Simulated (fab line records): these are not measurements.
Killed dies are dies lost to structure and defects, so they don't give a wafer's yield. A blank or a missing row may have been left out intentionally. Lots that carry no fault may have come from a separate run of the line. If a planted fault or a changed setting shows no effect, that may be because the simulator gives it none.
Which tool did it? / flow berkeleyCmos170 / 7 lots (21 wafers sampled), 1 step of a 331-step route

== WHAT THE GAUGES SHOWED, per wafer ==
UCB170_CONTACT_CD_MEAS_15: target cd 700 nm.
lot=L118; measured=day 9 00:57; on=cdSem-02; cdNm (nm)=701.3 701.0 699.5
lot=L120; measured=day 9 11:34; on=cdSem-02; cdNm (nm)=702.7 702.8 701.7
lot=L122; measured=day 9 18:48; on=cdSem-01; cdNm (nm)=699.9 699.4 700.2
lot=L125; measured=day 10 00:59; on=cdSem-01; cdNm (nm)=700.8 700.9 700.5
lot=L131; measured=day 11 00:38; on=cdSem-02; cdNm (nm)=701.0 699.6 700.8
lot=L134; measured=day 12 07:17; on=cdSem-02; cdNm (nm)=698.1 699.5 698.3
lot=L138; measured=day 12 12:01; on=cdSem-01; cdNm (nm)=699.2 700.0 698.5

== WHICH TOOL RAN EACH LOT (tool, then ch and the chambers of the sampled wafers, then the start) ==
Record: no process step prior to these readings.

== THE ANSWER, worked out from the rows above alone ==
Rule: what is usual is taken from the lots themselves. The widest of any qualifying gaps counts: lots, ordered by their means at a reading, are off when they make up no more than a third of the lots, leave a main group of 4 or more, and stand apart from it by 3 or more times the standard deviation of that group's means. Not used: any main group whose means are identical at the precision the tables above print for the reading. A lot without any number at a reading at which 4 lots or more have one is off too. Where the step has rows for the other lots, those lots are counted as sound.
No lot is off at any reading shown: from this, nothing can be told.

== WHAT THE SIMULATOR HAD INSERTED ==
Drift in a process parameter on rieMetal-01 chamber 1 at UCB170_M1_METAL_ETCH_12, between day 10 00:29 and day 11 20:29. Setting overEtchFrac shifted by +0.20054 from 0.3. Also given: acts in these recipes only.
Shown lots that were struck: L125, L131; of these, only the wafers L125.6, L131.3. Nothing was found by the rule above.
